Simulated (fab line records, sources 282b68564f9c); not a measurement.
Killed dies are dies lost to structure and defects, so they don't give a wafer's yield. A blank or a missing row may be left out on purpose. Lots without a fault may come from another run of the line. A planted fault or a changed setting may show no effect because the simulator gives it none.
fab line records | flow rit_cmos
record lots=13 wafers=39 last_day=7
route steps=202 shown SPACER@128 M1@202
lots that met no fault: from a run of the same line without faults
start_h: hours from the record's first day to the start of the lot's first wafer shown | wait_h: hours since the lot's step before | " the same as in the row above | L1.1+2: a row that stands for several wafers | - no value, or no start given | * or withheld: withheld | < > ~ a bound
route shown NAME@n: a module of which the file shows steps, and the number in the route of the first | usual: mean/standard deviation of fault-free wafers | same: alike in all rows | chamber/n: place in a boat | sites: the reading at each site | _std_site: their standard deviation | _edge_site: outer sites' mean less inner sites' | radius_mm: how far each site lies from the wafer's centre | mask NAME#n: copy n | behind: the tool/chamber that last shaped the wafer | hold: why the lot was held/for how many hours/how that ended | device: the transistor (n, p or np) that didn't switch | end of line: the same wafers' tests at the end of the route | a step without rows: its recipe alone | killed: dies lost to structure and defects at the first sort, not the wafer's yield | map: a wafer's dies, x killed, . not, _ none there
set.NAME: the setting as run; set.NAME@STEP: as run at that earlier step | model.NAME: the simulator's own value behind a step, which no gauge read
steps of the route over a sample of lots; a table a step, a row a wafer
services: from which hour (start_h, from the record's first day; less than 0 if before it) a tool's chamber was out of use, for how many hours, and why
## steps
# step RIT_SPACER_CVD_03
# recipe material=Si3N4 target_thk_nm=250 temp_c=810 precursor=SiH2Cl2/NH3 time_s=3300 pressure_mtorr=300 sih2cl2_flow_sccm=60 nh3_flow_sccm=150
# usual nh3_flow_sccm=150.1/0.49 zone_power_load_pct=20.9/1.8
# columns lot.wafer tool chamber start_h wait_h nh3_flow_sccm zone_power_load_pct
L760.2 lpcvd-01 1 58.81 0.0 150.2 21.9
L760.4 " 1 " " 150.4 21.6
L760.6 " 1 " " 149.8 21.6
L762.3 lpcvd-01 0 61.79 0.0 149.9 23.0
L762.4 " 0 " " 150.4 23.4
L762.6 " 0 " " 150.5 23.4
L763.1 lpcvd-01 0 66.04 0.0 151.0 23.1
L763.2 " 0 " " 150.6 23.0
L763.3 " 0 " " 150.3 23.2
L764.1 lpcvd-01 0 74.17 0.0 148.9 23.0
L764.4 " 0 " " 150.1 23.6
L764.5 " 0 " " 150.0 23.2
L765.1 lpcvd-02 0 74.74 0.0 149.9 20.0
L765.3 " 0 " " 148.9 19.4
L765.5 " 0 " " 150.1 20.4
L766.3 lpcvd-01 0 78.57 0.0 149.9 23.2
L766.4 " 0 " " 150.3 23.2
L766.5 " 0 " " 150.1 23.0
L773.3 lpcvd-02 0 115.66 0.0 150.4 20.5
L773.4 " 0 " " 149.7 20.1
L773.6 " 0 " " 149.4 20.3
L774.1 lpcvd-02 0 121.69 0.0 150.7 20.1
L774.3 " 0 " " 149.8 19.8
L774.6 " 0 " " 151.3 20.2
L776.1 lpcvd-02 1 133.60 1.1 150.2 18.8
L776.4 " 1 " " 150.6 18.4
L776.6 " 1 " " 150.6 18.5
L777.2 lpcvd-02 0 135.94 0.0 149.2 20.1
L777.3 " 0 " " 149.8 20.1
L777.5 " 0 " " 149.6 19.9
L779.4 lpcvd-02 1 144.33 0.5 150.1 18.3
L779.5 " 1 " " 150.0 18.5
L779.6 " 1 " " 150.2 18.8
L781.2 lpcvd-02 0 154.69 0.0 150.3 20.2
L781.5 " 0 " " 149.9 19.8
L781.6 " 0 " " 151.1 20.3
L783.1 lpcvd-01 0 165.10 0.0 150.9 23.3
L783.5 " 0 " " 150.6 22.9
L783.6 " 0 " " 150.7 23.0
# step RIT_SPACER_THK_MEAS_04
# recipe reads=Si3N4_of_SPACER_CVD_03
# usual SPACER_NITRIDE_THK=250.3/2.4
# columns lot.wafer tool chamber start_h wait_h SPACER_NITRIDE_THK[nm]
L760.2 film_metro-01 - 60.74 0.0 251.7
L760.4 " - " " 252.2
L760.6 " - " " 250.2
L762.3 film_metro-04 - 63.72 0.0 251.7
L762.4 " - " " 251.3
L762.6 " - " " 247.8
L763.1 film_metro-01 - 67.96 0.0 250.4
L763.2 " - " " 249.1
L763.3 " - " " 249.7
L764.1 film_metro-03 - 76.08 0.0 246.9
L764.4 " - " " 248.1
L764.5 " - " " 248.7
L765.1 film_metro-03 - 76.66 0.0 251.9
L765.3 " - " " 250.8
L765.5 " - " " 254.1
L766.3 film_metro-01 - 80.50 0.0 362.1
L766.4 " - " " 361.3
L766.5 " - " " 361.0
L773.3 film_metro-04 - 117.60 0.0 246.8
L773.4 " - " " 250.4
L773.6 " - " " 247.1
L774.1 film_metro-03 - 123.61 0.0 248.0
L774.3 " - " " 249.1
L774.6 " - " " 248.5
L776.1 film_metro-04 - 135.52 0.0 248.0
L776.4 " - " " 249.7
L776.6 " - " " 247.4
L777.2 film_metro-03 - 137.87 0.0 246.8
L777.3 " - " " 247.7
L777.5 " - " " 247.3
L779.4 film_metro-04 - 146.27 0.0 249.4
L779.5 " - " " 248.3
L779.6 " - " " 248.3
L781.2 film_metro-01 - 156.62 0.0 251.5
L781.5 " - " " 249.1
L781.6 " - " " 250.5
L783.1 film_metro-01 - 167.02 0.0 251.2
L783.5 " - " " 252.6
L783.6 " - " " 249.8
# step RIT_SPACER_ETCHBACK_05
# recipe target_depth_a=2500 SF6_flow_sccm=30 CHF3_flow_sccm=30 target=Si3N4 chemistry=SF6/CHF3 pressure_mtorr=40 rf_w=250 time_s=240 stop_on=SiO2
# usual SF6_flow_sccm=30.00/0.087 drypump_motor_current_A=5.7/0.52 oes_product_au=0.844/0.013 throttle_valve_pct=10.20/0.12
# columns lot.wafer tool chamber start_h wait_h SF6_flow_sccm drypump_motor_current_A oes_product_au rf_hours_counter_h throttle_valve_pct
L760.2 rie_diel-04 2 60.79 0.0 29.90 6.0 0.819 5 10.01
L760.4 " 0 " " 29.93 5.3 0.858 53 10.14
L760.6 " 3 " " 30.01 5.7 0.846 - 10.38
L762.3 rie_diel-03 0 63.76 0.0 29.92 5.2 0.847 1 10.20
L762.4 " 2 " " 30.06 5.2 0.861 112 10.10
L762.6 " 1 " " 29.98 5.6 0.850 - 10.23
L763.1 rie_diel-02 3 68.02 0.1 29.96 6.3 0.837 1 10.04
L763.2 " 1 " " 29.98 5.6 0.840 3 10.15
L763.3 " 2 " " 29.93 5.8 0.861 118 10.44
L764.1 rie_diel-04 1 76.14 0.1 29.99 6.8 0.829 33 10.28
L764.4 " 2 " " 29.87 6.0 0.817 5 10.01
L764.5 " 0 " " 29.97 5.2 0.837 - 10.12
L765.1 rie_diel-02 2 76.72 0.1 29.99 5.8 0.854 118 10.45
L765.3 " 0 " " 29.98 5.4 0.842 129 10.31
L765.5 " 3 " " 30.02 6.4 0.848 - 10.04
L766.3 rie_diel-03 0 80.54 0.0 29.93 5.2 0.994 2 10.24
L766.4 " 2 " " 29.95 5.2 0.983 112 10.17
L766.5 " 0 " " 29.91 5.3 1.001 - 10.25
L773.3 rie_diel-03 1 117.64 0.0 30.07 5.6 0.826 0 10.22
L773.4 " 2 " " 29.95 5.2 0.851 112 10.12
L773.6 " 1 " " 29.99 5.6 0.822 - 10.22
L774.1 rie_diel-03 3 123.67 0.1 29.96 5.1 0.846 58 10.17
L774.3 " 0 " " 30.00 5.2 0.849 2 10.21
L774.6 " 3 " " 29.99 5.1 0.841 - 10.19
L776.1 rie_diel-04 2 135.58 0.1 30.16 6.0 0.810 6 10.01
L776.4 " 1 " " 30.02 6.8 0.844 34 10.28
L776.6 " 2 " " 30.12 6.0 0.812 - 10.00
L777.2 rie_diel-03 1 137.92 0.0 29.89 5.6 0.815 0 10.23
L777.3 " 0 " " 30.06 5.2 0.841 3 10.20
L777.5 " 1 " " 29.93 5.6 0.828 - 10.23
L779.4 rie_diel-04 2 146.30 0.0 30.11 6.0 0.810 6 10.01
L779.5 " 1 " " 30.09 6.8 0.835 - 10.29
L779.6 " 2 " " 30.02 6.0 0.814 - 10.01
L781.2 rie_diel-02 3 156.67 0.0 30.13 6.4 0.831 3 10.04
L781.5 " 3 " " 30.02 6.4 0.823 - 10.04
L781.6 " 2 " " 29.97 5.7 0.850 - 10.46
L783.1 rie_diel-04 2 167.08 0.1 29.88 6.0 0.810 7 10.02
L783.5 " 0 " " 30.03 5.3 0.849 - 10.13
L783.6 " 3 " " 30.03 5.7 0.847 - 10.37
# step RIT_M1_PROBE_99
# usual killed_at_contacts=0.1/0.23 killed_at_front_end=6.6/2.8 killed_dies=6.6/2.8 killed_on_rim=1.8/1.4 killed_open=3.3/2 killed_short=3.2/1.7
# same gross_dies=264 killed_at_M0_to_M3=0 killed_at_M4_up=0 killed_at_back_side=0 killed_at_other=0
# columns lot.wafer tool chamber start_h wait_h killed_at_contacts killed_at_front_end killed_dies killed_on_rim killed_open killed_short
L766.3 prober-02 - 91.85 0.2 0 264 264 70 0 3
L766.4 prober-02 - 91.90 0.2 0 264 264 70 4 3
L766.5 prober-02 - 91.95 0.2 0 264 264 70 6 6
# killed by level:class
L766.3 SPACER:area_etchback=260 FOX1:geometric_particle:short=2 REOX:geometric_particle:short=1 ACTIVE:coat_microbubble_printed=1
L766.4 SPACER:area_etchback=257 FOX1:geometric_particle:short=2 FOX2:geometric_particle:open=2 FOX1:geometric_particle:open=1 SPACER:geometric_particle:short=1 SILICIDE:geometric_particle:open=1
L766.5 SPACER:area_etchback=251 FOX1:geometric_particle:open=5 GATE:geometric_particle:short=3 FOX1:geometric_particle:short=1 GATE:geometric_particle:open=1 SPACER:geometric_particle:short=1 SILICIDE:geometric_particle:short=1 ACTIVE:coat_microbubble_printed=1
## services
# columns tool chamber start_h hours kind
rie_diel-04 0 35.39 2.4 repair
rie_diel-03 3 52.52 4.3 repair
rie_diel-02 0 81.92 9.5 repair
rie_diel-03 1 85.17 - clean
rie_diel-03 1 85.17 20.9 scheduled_down
rie_diel-03 1 85.17 20.9 vent_cycle
rie_diel-04 2 87.08 5.0 repair
## key
first_sign step=RIT_SPACER_THK_MEAS_04 reading=SPACER_NITRIDE_THK direction=up sigmas=46 usual=250.3 struck=361.5
effect step=RIT_SPACER_ETCHBACK_05 reading=oes_product_au direction=up sigmas=11 usual=0.844 struck=0.993
effect step=RIT_M1_PROBE_99 reading=killed_at_front_end direction=up sigmas=92 usual=6.6 struck=264
more_kills_born_at RIT_SPACER_ETCHBACK_05@rie_diel-03=768
met_at RIT_SPACER_CVD_03
struck_lots L766
struck_wafers L766.3,L766.4,L766.5
later_rows_left_out L766.3,L766.4,L766.5
tester_left_out L766
onset_between 74.17 78.57
fault kind=process_parameter_drift tool=lpcvd-01 chamber=0 onset_h=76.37 steps=RIT_SPACER_CVD_03 channel=target_thk_nm offset=110.63 shape=step end_h=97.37 acts_in=these_recipes_only stated=250
# tester_left_out: of these lots the tester's yield and bins aren't shown, on N5 and GAA mostly nor the transistor test; their killed dies are dies lost to structure and defects alone, not to doping, threshold or leakage, so they don't give the yield
# later_rows_left_out: the simulator's readings of these wafers behind a module that went badly wrong aren't trusted and aren't shown, but for the sort
